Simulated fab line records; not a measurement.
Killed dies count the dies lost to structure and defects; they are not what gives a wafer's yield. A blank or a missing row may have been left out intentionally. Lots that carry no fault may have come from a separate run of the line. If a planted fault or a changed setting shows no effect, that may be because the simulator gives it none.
Commonality check across tools + flow rit_cmos + 15 lots, 45 wafers sampled

## WHY THIS WAS OPENED
Of 15 lots, 3 have the reading ACTIVE_OXIDE_THK flagged at RIT_ACTIVE_THK_MEAS_02. No-fault wafers: 46.6 nm, standard deviation 0.99.
Rule: a lot is flagged when every wafer of it that has a number lies more than 4 standard deviations from that mean, or none has a number. The other lots count as sound.

| lot  | measured    | on            | ACTIVE_OXIDE_THK (nm), wafer by wafer | flag    |
|------|-------------|---------------|---------------------------------------|---------|
| L525 | day 1 13:07 | film_metro-01 | 45.0 44.9 45.5                        |         |
| L526 | day 1 17:55 | film_metro-01 | 47.9 47.8 47.3                        |         |
| L527 | day 1 22:08 | film_metro-04 | 46.8 46.7 46.5                        |         |
| L528 | day 2 04:29 | film_metro-01 | 45.2 46.0 46.1                        |         |
| L529 | day 2 09:04 | film_metro-04 | 46.7 47.0 45.6                        |         |
| L530 | day 2 14:13 | film_metro-01 | 47.6 47.8 47.3                        |         |
| L531 | day 2 18:59 | film_metro-04 | 45.8 45.5 45.8                        |         |
| L532 | day 2 23:28 | film_metro-04 | 35.1 34.7 34.7                        | FLAGGED |
| L534 | day 3 09:38 | film_metro-04 | 36.0 36.5 36.3                        | FLAGGED |
| L537 | day 4 00:04 | film_metro-03 | 36.1 35.8 35.9                        | FLAGGED |
| L541 | day 4 20:04 | film_metro-04 | 47.1 46.5 47.6                        |         |
| L543 | day 5 06:42 | film_metro-04 | 45.8 46.0 46.2                        |         |
| L545 | day 5 16:03 | film_metro-03 | 46.7 46.6 46.6                        |         |
| L546 | day 5 21:04 | film_metro-03 | 47.3 47.2 47.0                        |         |
| L547 | day 6 02:05 | film_metro-01 | 47.4 47.5 47.6                        |         |
Average over the flagged lots: 35.7 nm; offset from the usual -10.9 nm, equal to -11 standard deviations.

## WHICH TOOL RAN EACH LOT
The record holds 1 process step before the reading, out of a route of 202 steps. Each cell gives the tool, then ch followed by the chambers the sampled wafers passed through, then the start.
| lot  | flag    | RIT_ACTIVE_OXIDATION_01      |
|------|---------|------------------------------|
| L525 |         | furnace-03 ch 0, day 1 11:11 |
| L526 |         | furnace-01 ch 0, day 1 15:59 |
| L527 |         | furnace-01 ch 0, day 1 20:11 |
| L528 |         | furnace-03 ch 0, day 2 02:34 |
| L529 |         | furnace-03 ch 0, day 2 07:08 |
| L530 |         | furnace-01 ch 0, day 2 12:17 |
| L531 |         | furnace-01 ch 0, day 2 17:01 |
| L532 | FLAGGED | furnace-01 ch 0, day 2 21:31 |
| L534 | FLAGGED | furnace-01 ch 0, day 3 07:42 |
| L537 | FLAGGED | furnace-01 ch 0, day 3 22:07 |
| L541 |         | furnace-03 ch 0, day 4 18:07 |
| L543 |         | furnace-03 ch 0, day 5 04:46 |
| L545 |         | furnace-03 ch 0, day 5 14:07 |
| L546 |         | furnace-03 ch 0, day 5 19:07 |
| L547 |         | furnace-03 ch 0, day 6 00:07 |
What the steps here do:
- RIT_ACTIVE_OXIDATION_01: target thk 46.8 nm, ox time 3360 s.
- RIT_ACTIVE_THK_MEAS_02

## FLAGGED OVER TOTAL, TOOL BY TOOL (the gauges that took the reading come last)
| step                    | tool          | lots run | flagged | share of the flagged lots | sound lots run after its first flagged lot |
|-------------------------|---------------|----------|---------|---------------------------|--------------------------------------------|
| RIT_ACTIVE_OXIDATION_01 | furnace-01    | 7        | 3       | all                       | 0                                          |
| RIT_ACTIVE_OXIDATION_01 | furnace-03    | 8        | 0       | none                      | -                                          |
| RIT_ACTIVE_THK_MEAS_02  | film_metro-01 | 5        | 0       | none                      | -                                          |
| RIT_ACTIVE_THK_MEAS_02  | film_metro-03 | 3        | 1       | some                      | 2 (L545,L546)                              |
| RIT_ACTIVE_THK_MEAS_02  | film_metro-04 | 7        | 2       | some                      | 2 (L541,L543)                              |

## WHAT THE TABLE PERMITS
1 row of the table ran every flagged lot: furnace-01 at RIT_ACTIVE_OXIDATION_01.
- furnace-01 at RIT_ACTIVE_OXIDATION_01 ran 7 lots, 3 of them flagged. It ran its last sound lot, L531, at day 2 17:01 and its first flagged lot, L532, at day 2 21:31: a fault with its onset between the two fits.
Just one tool remains: furnace-01 at RIT_ACTIVE_OXIDATION_01.

## WHAT THE SIMULATOR PUT IN
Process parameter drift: furnace-01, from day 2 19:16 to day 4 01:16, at RIT_ACTIVE_OXIDATION_01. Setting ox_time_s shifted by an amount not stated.
Lots struck among those shown: L532, L534, L537. Same finding as the rule above.
